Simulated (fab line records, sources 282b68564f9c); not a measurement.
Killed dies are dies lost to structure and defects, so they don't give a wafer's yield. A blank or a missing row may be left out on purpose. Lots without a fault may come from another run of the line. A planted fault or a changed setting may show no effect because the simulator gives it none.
fab line records | flow rit_cmos | part 1 of 2: steps 1 to 40 of 43
record lots=7 wafers=21 last_day=6
route steps=202 shown NSD@139 PSD@142 SDANNEAL@153 PLDD@159 NLDD@160 SILICIDE@161 CONTACT@168 M1@202
lots that met no fault: from a run of the same line without faults
start_h: hours from the record's first day to the start of the lot's first wafer shown | wait_h: hours since the lot's step before | " the same as in the row above | L1.1+2: a row that stands for several wafers | - no value, or no start given | * or withheld: withheld | < > ~ a bound
route shown NAME@n: a module of which the file shows steps, and the number in the route of the first | usual: mean/standard deviation of fault-free wafers | same: alike in all rows | chamber/n: place in a boat | sites: the reading at each site | _std_site: their standard deviation | _edge_site: outer sites' mean less inner sites' | radius_mm: how far each site lies from the wafer's centre | mask NAME#n: copy n | behind: the tool/chamber that last shaped the wafer | hold: why the lot was held/for how many hours/how that ended | device: the transistor (n, p or np) that didn't switch | end of line: the same wafers' tests at the end of the route | a step without rows: its recipe alone | killed: dies lost to structure and defects at the first sort, not the wafer's yield | map: a wafer's dies, x killed, . not, _ none there
set.NAME: the setting as run; set.NAME@STEP: as run at that earlier step | model.NAME: the simulator's own value behind a step, which no gauge read
lots at some steps of the route; a table a step, a row a wafer
services: from which hour (start_h, from the record's first day; less than 0 if before it) a tool's chamber was out of use, for how many hours, and why
## steps
# step RIT_NSD_IMPLANT_08
# recipe species=P energy_kev=24.73 dose_cm2=1e+15 tilt_deg=7
# step RIT_NSD_STRIP_09
# recipe chemistry=O2 time_s=180 resist=NOVOLAK platen_temp_c=withheld power_w=500 pressure_mtorr=4000 o2_flow_sccm=4000
# usual drypump_motor_current_A=5.74/0.28 rf_refl_power_W=7.3/0.95
# same time_s=180
# columns lot.wafer tool chamber start_h wait_h drypump_motor_current_A rf_hours_counter_h rf_refl_power_W
L617.1 plasma_asher-02 1 88.26 0.1 5.33 29 6.3
L617.2 " 0 " " 6.03 29 7.2
L617.4 " 1 " " 5.33 - 6.1
L618.1 plasma_asher-04 1 94.84 0.1 5.79 48 7.8
L618.2 " 0 " " 5.75 48 6.6
L618.3 " 0 " " 5.72 - 6.4
L622.1 plasma_asher-01 0 112.86 0.1 5.38 44 6.9
L622.2 " 1 " " 6.10 44 9.1
L622.6 " 0 " " 5.39 - 7.1
L623.1 plasma_asher-04 0 118.21 0.1 5.70 0 6.7
L623.2 " 1 " " 5.77 0 8.0
L623.3 " 1 " " 5.78 - 8.2
L624.2 plasma_asher-02 1 121.36 0.1 5.34 33 6.1
L624.3 " 1 " " 5.34 - 6.3
L624.4 " 0 " " 6.04 - 7.0
L626.3 plasma_asher-01 1 132.41 0.1 6.10 - 9.2
L626.4 " 0 " " 5.39 - 7.2
L626.5 " 1 " " 6.14 - 9.1
L627.1 plasma_asher-02 1 137.79 0.1 5.32 35 6.2
L627.3 " 0 " " 6.02 - 7.5
L627.4 " 1 " " 5.32 - 6.2
# step RIT_NSD_TW_MEAS_10
# usual NSD_TW=3135/16
# columns lot.wafer tool chamber start_h wait_h NSD_TW
L617.1 film_metro-02 - 88.44 0.1 3144
L617.2 " - " " 3146
L617.4 " - " " 3126
L618.1 film_metro-01 - 95.02 0.1 3153
L618.2 " - " " 3134
L618.3 " - " " 3153
L622.1 film_metro-03 - 113.04 0.1 3085
L622.2 " - " " 3112
L622.6 " - " " 3127
L623.1 film_metro-02 - 118.38 0.1 3141
L623.2 " - " " 3153
L623.3 " - " " 3133
L624.2 film_metro-02 - 121.54 0.1 3151
L624.3 " - " " 3152
L624.4 " - " " 3171
L626.3 film_metro-03 - 132.54 0.1 3113
L626.4 " - " " 3132
L626.5 " - " " 3115
L627.1 film_metro-02 - 137.96 0.1 3137
L627.3 " - " " 3140
L627.4 " - " " 3146
# step RIT_PSD_HMDS_00
# recipe prime_time_s=60 prime_temp_c=140
# step RIT_PSD_COAT_01
# recipe resist=NOVOLAK spin_rpm=3250 resist_thk_nm=1000
# step RIT_PSD_SOFTBAKE_02
# recipe resist=NOVOLAK temp_c=90 time_s=60
# step RIT_PSD_EXPOSE_03
# recipe mask_id=M10 na=0.57 target_cd_nm=40900 dose_mj=250
# step RIT_PSD_PEB_04
# recipe resist=NOVOLAK temp_c=withheld time_s=withheld
# step RIT_PSD_DEVELOP_05
# recipe resist=NOVOLAK develop_time_s=50 dev_temp_c=23
# step RIT_PSD_OVL_MEAS_06
# usual PSD_OVL=0.3/1.4
# columns lot.wafer tool chamber start_h wait_h PSD_OVL[nm]
L617.1 overlay-01 - 89.35 - 0.6
L617.2 " - " " 0.7
L617.4 " - " " 0.8
L618.1 overlay-01 - 95.96 - 0.5
L618.2 " - " " 1.1
L618.3 " - " " 1.5
L622.1 overlay-01 - 114.07 - 1.0
L622.2 " - " " 0.5
L622.6 " - " " 0.4
L623.1 overlay-02 - 119.29 - 0.4
L623.2 " - " " -1.3
L623.3 " - " " 0.1
L624.2 overlay-01 - 122.66 - 1.0
L624.3 " - " " -0.2
L624.4 " - " " -0.9
L626.3 overlay-02 - 133.46 - 0.5
L626.4 " - " " 1.3
L626.5 " - " " 2.4
L627.1 overlay-01 - 139.00 - 2.0
L627.3 " - " " 0.6
L627.4 " - " " 2.4
# step RIT_PSD_HARDBAKE_07
# recipe resist=NOVOLAK temp_c=139.6 time_s=60
# step RIT_PSD_IMPLANT_08
# recipe species=BF2 energy_kev=27 dose_cm2=5e+15 tilt_deg=7
# step RIT_PSD_STRIP_09
# recipe chemistry=O2 time_s=180 resist=NOVOLAK platen_temp_c=withheld power_w=500 pressure_mtorr=4000 o2_flow_sccm=4000
# usual drypump_motor_current_A=5.87/0.26 rf_refl_power_W=7.8/0.79
# same time_s=180
# columns lot.wafer tool chamber start_h wait_h drypump_motor_current_A rf_hours_counter_h rf_refl_power_W
L617.1 plasma_asher-04 0 89.68 0.1 5.75 47 6.5
L617.2 " 1 " " 5.79 47 7.8
L617.4 " 0 " " 5.72 - 6.4
L618.1 plasma_asher-01 0 96.30 0.1 5.40 43 7.3
L618.2 " 1 " " 6.13 43 9.0
L618.3 " 0 " " 5.40 - 7.2
L622.1 plasma_asher-01 0 114.41 0.1 5.40 44 6.9
L622.2 " 1 " " 6.11 44 9.1
L622.6 " 1 " " 6.12 - 9.0
L623.1 plasma_asher-01 0 119.70 0.1 5.42 45 7.0
L623.2 " 1 " " 6.11 45 9.1
L623.3 " 0 " " 5.39 - 7.1
L624.2 plasma_asher-01 1 122.99 0.1 6.15 45 9.1
L624.3 " 0 " " 5.42 - 7.3
L624.4 " 1 " " 6.13 - 9.1
L626.3 plasma_asher-04 1 133.84 0.1 5.80 - 7.7
L626.4 " 0 " " 5.73 - 6.3
L626.5 " 0 " " 5.73 - 6.7
L627.1 plasma_asher-01 0 139.33 0.1 5.44 47 6.9
L627.3 " 1 " " 6.12 - 9.0
L627.4 " 0 " " 5.41 - 7.2
# step RIT_PSD_TW_MEAS_10
# usual PSD_TW=3452/21
# columns lot.wafer tool chamber start_h wait_h PSD_TW
L617.1 film_metro-01 - 89.86 0.1 3486
L617.2 " - " " 3460
L617.4 " - " " 3497
L618.1 film_metro-01 - 96.47 0.1 3471
L618.2 " - " " 3479
L618.3 " - " " 3472
L622.1 film_metro-02 - 114.58 0.1 3458
L622.2 " - " " 3448
L622.6 " - " " 3449
L623.1 film_metro-03 - 119.87 0.1 3431
L623.2 " - " " 3421
L623.3 " - " " 3414
L624.2 film_metro-01 - 123.17 0.1 3437
L624.3 " - " " 3434
L624.4 " - " " 3431
L626.3 film_metro-03 - 133.97 0.1 3425
L626.4 " - " " 3393
L626.5 " - " " 3420
L627.1 film_metro-01 - 139.51 0.1 3463
L627.3 " - " " 3445
L627.4 " - " " 3449
# step RIT_SDANNEAL_CLEAN_00
# recipe chemistry=SC1 mix=3:3:50 time_s=600 temp_c=75
# step RIT_SDANNEAL_CLEAN_01
# recipe chemistry=dHF dilution=50:1 time_s=30
# step RIT_SDANNEAL_CLEAN_02
# recipe chemistry=SC2 mix=3:3:50 time_s=600 temp_c=75 dry=n2_spin
# step RIT_SDANNEAL_RTA_03
# recipe temp_c=1050 time_s=5 idle_temp_c=600 ramp_up_c_per_s=342 ramp_down_c_per_s=171 cool_to_c=600 ambient=N2
# step RIT_SDANNEAL_RS_MEAS_04
# recipe thk_meas_gauge=four-point-probe
# usual PSD_RS=115.87/0.26
# columns lot.wafer tool chamber start_h wait_h PSD_RS[ohm/sq]
L617.1 film_metro-02 - 90.37 0.0 115.84
L617.2 " - " " 115.82
L617.4 " - " " 115.90
L618.1 film_metro-02 - 96.96 0.0 115.59
L618.2 " - " " 116.20
L618.3 " - " " 115.78
L622.1 film_metro-01 - 115.10 0.0 115.91
L622.2 " - " " 116.11
L622.6 " - " " 116.08
L623.1 film_metro-01 - 120.41 0.0 116.03
L623.2 " - " " 116.34
L623.3 " - " " 116.26
L624.2 film_metro-03 - 123.67 0.1 115.94
L624.3 " - " " 115.45
L624.4 " - " " 115.66
L626.3 film_metro-02 - 134.48 0.1 116.16
L626.4 " - " " 116.70
L626.5 " - " " 116.39
L627.1 film_metro-03 - 140.03 0.0 116.03
L627.3 " - " " 115.79
L627.4 " - " " 115.90
# step RIT_SDANNEAL_RS_MEAS_05
# recipe thk_meas_gauge=four-point-probe
# usual NSD_RS=84.7/0.32
# columns lot.wafer tool chamber start_h wait_h NSD_RS[ohm/sq]
L617.1 film_metro-02 - 90.49 0.1 84.7
L617.2 " - " " 84.7
L617.4 " - " " 84.5
L618.1 film_metro-02 - 97.08 0.1 85.0
L618.2 " - " " 85.2
L618.3 " - " " 85.1
L622.1 film_metro-01 - 115.22 0.1 84.6
L622.2 " - " " 84.7
L622.6 " - " " 84.4
L623.1 film_metro-01 - 120.53 0.1 85.3
L623.2 " - " " 85.2
L623.3 " - " " 85.6
L624.2 film_metro-03 - 123.79 0.1 84.7
L624.3 " - " " 84.4
L624.4 " - " " 84.1
L626.3 film_metro-02 - 134.60 0.1 84.8
L626.4 " - " " 84.9
L626.5 " - " " 84.4
L627.1 film_metro-03 - 140.15 0.1 85.2
L627.3 " - " " 85.2
L627.4 " - " " 85.1
# step RIT_SDANNEAL_RS_MEAS_06
# recipe thk_meas_gauge=four-point-probe
# usual PLDD_RS=178.6/0.54
# columns lot.wafer tool chamber start_h wait_h PLDD_RS[ohm/sq]
L617.1 film_metro-02 - 90.61 0.1 178.9
L617.2 " - " " 178.0
L617.4 " - " " 178.5
L618.1 film_metro-02 - 97.20 0.1 178.6
L618.2 " - " " 179.5
L618.3 " - " " 179.4
L622.1 film_metro-01 - 115.34 0.1 178.3
L622.2 " - " " 178.9
L622.6 " - " " 178.5
L623.1 film_metro-01 - 120.65 0.1 179.3
L623.2 " - " " 179.5
L623.3 " - " " 179.8
L624.2 film_metro-03 - 123.91 0.1 179.2
L624.3 " - " " 178.5
L624.4 " - " " 178.5
L626.3 film_metro-02 - 134.72 0.1 178.5
L626.4 " - " " 179.6
L626.5 " - " " 179.2
L627.1 film_metro-03 - 140.27 0.1 178.2
L627.3 " - " " 178.4
L627.4 " - " " 177.9
# step RIT_SDANNEAL_RS_MEAS_07
# recipe thk_meas_gauge=four-point-probe
# usual NLDD_RS=151.8/0.47
# columns lot.wafer tool chamber start_h wait_h NLDD_RS[ohm/sq]
L617.1 film_metro-02 - 90.73 0.1 151.3
L617.2 " - " " 151.5
L617.4 " - " " 151.7
L618.1 film_metro-02 - 97.32 0.1 151.6
L618.2 " - " " 150.8
L618.3 " - " " 151.9
L622.1 film_metro-01 - 115.46 0.1 151.8
L622.2 " - " " 152.6
L622.6 " - " " 152.4
L623.1 film_metro-01 - 120.77 0.1 151.9
L623.2 " - " " 151.6
L623.3 " - " " 151.8
L624.2 film_metro-03 - 124.03 0.1 153.2
L624.3 " - " " 152.7
L624.4 " - " " 153.2
L626.3 film_metro-02 - 134.84 0.1 151.7
L626.4 " - " " 152.0
L626.5 " - " " 151.7
L627.1 film_metro-03 - 140.39 0.1 151.0
L627.3 " - " " 151.3
L627.4 " - " " 151.5
# step RIT_SILICIDE_WET_ETCH_00
# recipe chemistry=BOE target=SiO2 target_depth_nm=14 time_s=15 dry=n2_spin dilution=10:1 temp_c=21.5
# step RIT_SILICIDE_SPUTTER_01
# recipe material=Ti target_thk_nm=30 power_w=350 chamber_pressure_pa=0.6897 gas=Ar time_s=240 substrate_temp_c=25
# usual throttle_valve_pct=29.8/1.1
# same time_s=240
# columns lot.wafer tool chamber start_h wait_h throttle_valve_pct
L617.1 pvd_sputter-02 - 90.87 0.0 28.7
L617.2 " - " " 29.9
L617.4 " - " " 31.0
L618.1 pvd_sputter-04 - 97.45 0.0 30.0
L618.2 " - " " 28.0
L618.3 " - " " 29.3
L622.1 pvd_sputter-04 - 115.59 0.0 29.2
L622.2 " - " " 29.5
L622.6 " - " " 29.6
L623.1 pvd_sputter-02 - 120.90 0.0 31.5
L623.2 " - " " 29.9
L623.3 " - " " 28.8
L624.2 pvd_sputter-04 - 124.15 0.0 29.8
L624.3 " - " " 28.2
L624.4 " - " " 29.2
L626.3 pvd_sputter-04 - 134.93 0.0 29.9
L626.4 " - " " 29.4
L626.5 " - " " 28.0
L627.1 pvd_sputter-02 - 140.52 0.0 31.4
L627.3 " - " " 29.8
L627.4 " - " " 28.7
# step RIT_SILICIDE_RS_MEAS_02
# recipe thk_meas_gauge=four-point-probe reads=Ti_of_SILICIDE_SPUTTER_01
# usual SILICIDE_TI_RS=51.7/0.81
# columns lot.wafer tool chamber start_h wait_h SILICIDE_TI_RS[ohm/sq]
L617.1 film_metro-03 - 91.02 0.1 52.1
L617.2 " - " " 52.4
L617.4 " - " " 52.4
L618.1 film_metro-01 - 97.60 0.1 53.4
L618.2 " - " " 52.3
L618.3 " - " " 52.2
L622.1 film_metro-03 - 115.74 0.1 53.4
L622.2 " - " " 53.7
L622.6 " - " " 53.0
L623.1 film_metro-04 - 121.06 0.1 51.0
L623.2 " - " " 51.6
L623.3 " - " " 50.7
L624.2 film_metro-04 - 124.32 0.1 52.0
L624.3 " - " " 52.0
L624.4 " - " " 51.5
L626.3 film_metro-04 - 135.12 0.1 51.2
L626.4 " - " " 51.7
L626.5 " - " " 52.0
L627.1 film_metro-01 - 140.67 0.1 51.0
L627.3 " - " " 51.4
L627.4 " - " " 50.8
# step RIT_SILICIDE_THK_MEAS_03
# recipe thk_meas_gauge=xrf reads=Ti_of_SILICIDE_SPUTTER_01
# usual SILICIDE_TI_THK=29.4/0.37
# columns lot.wafer tool chamber start_h wait_h SILICIDE_TI_THK[nm]
L617.1 film_metro-03 - 91.14 0.1 29.4
L617.2 " - " " 29.3
L617.4 " - " " 29.2
L618.1 film_metro-01 - 97.72 0.1 29.0
L618.2 " - " " 29.3
L618.3 " - " " 29.4
L622.1 film_metro-03 - 115.86 0.1 28.6
L622.2 " - " " 28.6
L622.6 " - " " 28.9
L623.1 film_metro-04 - 121.18 0.1 29.7
L623.2 " - " " 29.4
L623.3 " - " " 29.8
L624.2 film_metro-04 - 124.43 0.1 29.2
L624.3 " - " " 29.3
L624.4 " - " " 29.4
L626.3 film_metro-04 - 135.22 0.1 29.6
L626.4 " - " " 29.4
L626.5 " - " " 29.1
L627.1 film_metro-01 - 140.79 0.1 29.8
L627.3 " - " " 29.6
L627.4 " - " " 29.8
# step RIT_SILICIDE_RTA_04
# recipe temp_c=650 time_s=10 idle_temp_c=25 ramp_up_s=5 ramp_down_s=5 cool_to_c=25 ambient=N2
# usual wafer_temp_C_max=652.6/1.3
# same time_s=10
# columns lot.wafer tool chamber start_h wait_h wafer_temp_C_max
L617.1 rtp_anneal-02 0 91.20 0.1 651.3
L617.2 " 0 " " 651.7
L617.4 " 0 " " 652.1
L618.1 rtp_anneal-02 0 97.78 0.1 652.0
L618.2 " 0 " " 652.2
L618.3 " 0 " " 652.4
L622.1 rtp_anneal-02 0 115.92 0.1 651.6
L622.2 " 0 " " 653.6
L622.6 " 0 " " 652.2
L623.1 rtp_anneal-01 0 121.24 0.1 654.2
L623.2 " 0 " " 655.3
L623.3 " 0 " " 654.8
L624.2 rtp_anneal-02 0 124.49 0.1 652.6
L624.3 " 0 " " 652.6
L624.4 " 0 " " 653.0
L626.3 rtp_anneal-02 0 135.29 0.1 651.8
L626.4 " 0 " " 651.7
L626.5 " 0 " " 651.8
L627.1 rtp_anneal-01 0 140.85 0.1 654.0
L627.3 " 0 " " 653.6
L627.4 " 0 " " 653.8
# step RIT_SILICIDE_WET_ETCH_05
# recipe chemistry=SPM target=Ti temp_c=90 time_s=120 dry=n2_spin
# step RIT_SILICIDE_RTA_06
# recipe temp_c=750 time_s=10 idle_temp_c=25 ramp_up_s=5 ramp_down_s=10 cool_to_c=25 ambient=N2
# usual wafer_temp_C_max=753.2/1.5
# same time_s=10
# columns lot.wafer tool chamber start_h wait_h wafer_temp_C_max
L617.1 rtp_anneal-02 0 91.31 0.0 752.3
L617.2 " 0 " " 752.7
L617.4 " 0 " " 752.1
L618.1 rtp_anneal-01 0 97.89 0.0 755.5
L618.2 " 0 " " 755.0
L618.3 " 0 " " 753.8
L622.1 rtp_anneal-01 0 116.03 0.0 754.4
L622.2 " 0 " " 755.4
L622.6 " 0 " " 754.8
L623.1 rtp_anneal-02 0 121.36 0.0 752.3
L623.2 " 0 " " 752.4
L623.3 " 0 " " 752.1
L624.2 rtp_anneal-01 0 124.60 0.0 754.3
L624.3 " 0 " " 755.4
L624.4 " 0 " " 755.5
L626.3 rtp_anneal-01 0 135.40 0.0 756.0
L626.4 " 0 " " 756.1
L626.5 " 0 " " 754.5
L627.1 rtp_anneal-02 0 140.96 0.0 752.0
L627.3 " 0 " " 751.4
L627.4 " 0 " " 751.8
# step RIT_CONTACT_CVD_00
# recipe material=SiO2 target_thk_nm=400 precursor=TEOS temp_c=390 time_s=61 rf_w=400
# step RIT_CONTACT_THK_MEAS_01
# recipe reads=SiO2_of_CONTACT_CVD_00
# usual CONTACT_TEOS_THK=400/4.9
# columns lot.wafer tool chamber start_h wait_h CONTACT_TEOS_THK[nm]
L617.1 film_metro-04 - 91.43 0.0 399
L617.2 " - " " 401
L617.4 " - " " 405
L618.1 film_metro-04 - 98.01 0.0 402
L618.2 " - " " 400
L618.3 " - " " 402
L622.1 film_metro-04 - 116.15 0.0 402
L622.2 " - " " 394
L622.6 " - " " 401
L623.1 film_metro-03 - 121.50 0.1 389
L623.2 " - " " 394
L623.3 " - " " 402
L624.2 film_metro-02 - 124.71 0.0 398
L624.3 " - " " 397
L624.4 " - " " 406
L626.3 film_metro-02 - 135.51 0.0 388
L626.4 " - " " 399
L626.5 " - " " 396
L627.1 film_metro-02 - 141.08 0.0 403
L627.3 " - " " 403
L627.4 " - " " 412
# step RIT_CONTACT_HMDS_02
# recipe prime_time_s=60 prime_temp_c=140
# step RIT_CONTACT_COAT_03
# recipe resist=NOVOLAK spin_rpm=3250 resist_thk_nm=1000
# step RIT_CONTACT_SOFTBAKE_04
# recipe resist=NOVOLAK temp_c=90 time_s=60
# step RIT_CONTACT_EXPOSE_05
# recipe mask_id=M11 na=0.6 source_shape=conventional sigma_outer=0.5 target_cd_nm=1000 dose_mj=250
# step RIT_CONTACT_PEB_06
# recipe resist=NOVOLAK temp_c=withheld time_s=withheld
# step RIT_CONTACT_DEVELOP_07
# recipe resist=NOVOLAK develop_time_s=125.5 dev_temp_c=23
# step RIT_CONTACT_CD_MEAS_08
# recipe target_cd_nm=1000
# usual cd_nm=999.6/2
# columns lot.wafer tool chamber start_h wait_h cd_nm
L617.1 cd_sem-02 - 92.45 - 998.7
L617.2 " - " " 1001.0
L617.4 " - " " 1000.0
L618.1 cd_sem-01 - 99.03 - 1000.5
L618.2 " - " " 1000.5
L618.3 " - " " 1000.2
L622.1 cd_sem-01 - 117.31 - 998.1
L622.2 " - " " 998.8
L622.6 " - " " 998.0
L623.1 cd_sem-01 - 122.53 - 1001.0
L623.2 " - " " 999.3
L623.3 " - " " 997.9
L624.2 cd_sem-01 - 125.96 - 1001.3
L624.3 " - " " 1002.5
L624.4 " - " " 1001.1
L626.3 cd_sem-02 - 136.56 - 1002.7
L626.4 " - " " 1001.8
L626.5 " - " " 1000.2
L627.1 cd_sem-02 - 142.11 - 999.3
L627.3 " - " " 998.2
L627.4 " - " " 998.9
# step RIT_CONTACT_OVL_MEAS_09
# usual CONTACT_OVL=0.7/1.5
# columns lot.wafer tool chamber start_h wait_h CONTACT_OVL[nm]
L617.1 overlay-02 - 92.57 0.1 0.9
L617.2 " - " " 1.5
L617.4 " - " " 1.6
L618.1 overlay-02 - 99.15 0.1 1.1
L618.2 " - " " 0.8
L618.3 " - " " 0.5
L622.1 overlay-01 - 117.43 0.1 0.9
L622.2 " - " " -1.4
L622.6 " - " " 0.7
L623.1 overlay-02 - 122.65 0.1 0.5
L623.2 " - " " 2.0
L623.3 " - " " -0.6
L624.2 overlay-01 - 126.06 0.1 -1.6
L624.3 " - " " 1.6
L624.4 " - " " -2.0
L626.3 overlay-02 - 136.65 0.1 1.3
L626.4 " - " " 2.6
L626.5 " - " " 0.9
L627.1 overlay-02 - 142.23 0.1 -0.6
L627.3 " - " " -1.6
L627.4 " - " " -1.9
# step RIT_CONTACT_HARDBAKE_10
# recipe resist=NOVOLAK temp_c=140 time_s=60
